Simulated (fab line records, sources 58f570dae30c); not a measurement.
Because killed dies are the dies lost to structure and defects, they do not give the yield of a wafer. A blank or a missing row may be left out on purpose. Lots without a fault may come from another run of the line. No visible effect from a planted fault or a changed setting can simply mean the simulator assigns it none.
Comparing a struck lot with a sound one	flow berkeley cmos170	26 steps out of a route of 331
Sound: these wafers, L743.1, L743.3, L743.5. Struck: wafer L759.5 (left out: L759.4, L759.6 of the same lot, which were not struck); the cause appears at the end.
At each step with rows: each side's tool, then ch and its chambers, then its first start. Under that, the readings that differ: sound wafers	struck wafers	difference of the means	sigmas: that difference in standard deviations of wafers without a fault.
alike: readings whose means differ by less than 2 such deviations, and words and numbers that are the same on both sides. not compared: withheld readings, readings that some wafer has no value for, bounds like >300 that may hide the same value, and numbers for which the record gives no deviation and whose values overlap.
A row with sigmas, a row that says differs or no value, or rows on one side alone: a step with any of these is where the two part. Non-overlapping numbers with no deviation appear without sigmas and do not part them. Lack of a reading on every wafer of one side parts them only where that side has two or more wafers.

first, 5 steps without rows for these wafers: UCB170_CONTACT_COAT_10 (resist thk 900 nm); UCB170_CONTACT_SOFTBAKE_11 (time 60 s); UCB170_CONTACT_EXPOSE_12 (exposes mask CONT, target cd 700 nm); UCB170_CONTACT_PEB_13; UCB170_CONTACT_DEVELOP_14 (develop time 45 s).
UCB170_CONTACT_CD_MEAS_15 targets a cd of 700 nm.
  sound on cd sem-01, day 7 17:07; struck on cd sem-01, day 10 07:11
reading	sound	struck	difference	sigmas
cd nm (nm)	699.2 697.4 698.8	701.5	+3.0	+2
UCB170_CONTACT_OVL_MEAS_16:
  sound on overlay-02, day 7 17:14; struck on overlay-02, day 10 07:16
  alike: CONTACT_OVL
UCB170_CONTACT_ETCH_17: etches BARC in N2/H2.
  sound on rie diel-03 ch 2,3, day 7 17:16; struck on rie diel-02 ch 3, day 10 07:17
  alike: drypump motor current A, oes product au, throttle valve pct
UCB170_CONTACT_ETCH_18: etches PSG in CHF3/CF4/Ar, stops on TiSi2, target depth 840 nm, time 195 s.
  sound on rie diel-03 ch 2,3; struck on rie diel-02 ch 3
  alike: drypump motor current A, oes product au, throttle valve pct
  not compared: rf hours counter h
UCB170_CONTACT_STRIP_19: strips in O2.
  sound on plasma asher-04 ch 0,1, day 7 17:26; struck on plasma asher-03 ch 1, day 10 07:29
  alike: drypump motor current A, oes product au
  not compared: rf hours counter h
UCB170_CONTACT_CD_MEAS_90 targets a cd of 700 nm.
  sound on cd sem-02, day 7 17:32; struck on cd sem-01, day 10 07:36
reading	sound	struck	difference	sigmas
cd nm (nm)	699.4 697.2 699.3	702.7	+4.1	+3
then, 1 step without rows for these wafers: UCB170_CONTACT_CLEAN_20 (cleans in SPM, time 600 s).
UCB170_M1_SPUTTER_00: material Al, target thk 600 nm, time 80 s.
  sound on pvd sputter-04, day 7 18:01; struck on pvd sputter-04, day 10 09:13
reading	sound	struck	difference	sigmas
cathode dc power W (W)	6000.2 6001.8 6002.1	7722.7	+1721.3	+99 or more
model.Al_of_M1_SPUTTER_00.thk nm (nm)	611.9 614.6 610.9	773.2	+160.7	
  alike: throttle valve pct
UCB170_M1_RS_MEAS_01: a four-point-probe measurement.
  sound on film metro-01, day 7 18:04; struck on film metro-03, day 10 09:20
reading	sound	struck	difference	sigmas
M1_AL_RS (ohm/sq)	0.0476 0.0475 0.0476	0.0374	-0.0102	-23
UCB170_M1_THK_MEAS_02: measures by xrf.
  sound on film metro-01, day 7 18:11; struck on film metro-03, day 10 09:26
reading	sound	struck	difference	sigmas
M1_AL_THK (nm)	618 621 618	777	+158	+23
then, 6 steps without rows for these wafers: UCB170_M1_COAT_03; UCB170_M1_COAT_04 (resist thk 900 nm); UCB170_M1_SOFTBAKE_05 (time 60 s); UCB170_M1_EXPOSE_06 (exposes mask METAL1, target cd 700 nm); UCB170_M1_PEB_07; UCB170_M1_DEVELOP_08 (develop time 45 s).
UCB170_M1_CD_MEAS_09 targets a cd of 700 nm.
  sound on cd sem-02, day 7 20:07; struck on cd sem-01, day 10 10:55
  alike: cd nm
UCB170_M1_OVL_MEAS_10:
  sound on overlay-01, day 7 20:14; struck on overlay-02, day 10 11:00
  alike: M1_OVL
UCB170_M1_ETCH_11: etches BARC in N2/H2.
  sound on rie diel-04 ch 2,3, day 7 20:16; struck on rie diel-01 ch 3, day 10 11:01
  alike: drypump motor current A, oes product au, throttle valve pct
UCB170_M1_METAL_ETCH_12: etches Al in Cl2/BCl3, stops on PSG, target depth 780 nm, time 130 s.
  sound on rie metal-02 ch 0,1, day 7 20:19; struck on rie metal-01 ch 1, day 10 11:07
reading	sound	struck	difference	sigmas
oes product au (a.u.)	0.869 0.885 0.870	0.971	+0.096	+6
  alike: drypump motor current A, throttle valve pct
  not compared: rf hours counter h
UCB170_M1_STRIP_13: strips in O2.
  sound on plasma asher-01 ch 0,1, day 7 20:26; struck on plasma asher-04 ch 0, day 10 11:14
reading	sound	struck	difference	sigmas
drypump motor current A (A)	6.1 6.1 5.7	4.6	-1.4	-3
  alike: oes product au
  not compared: rf hours counter h

WHERE THEY PART
First at UCB170_CONTACT_CD_MEAS_15; last, within this record, at UCB170_M1_STRIP_13.

WHY: what had been put in by the simulator
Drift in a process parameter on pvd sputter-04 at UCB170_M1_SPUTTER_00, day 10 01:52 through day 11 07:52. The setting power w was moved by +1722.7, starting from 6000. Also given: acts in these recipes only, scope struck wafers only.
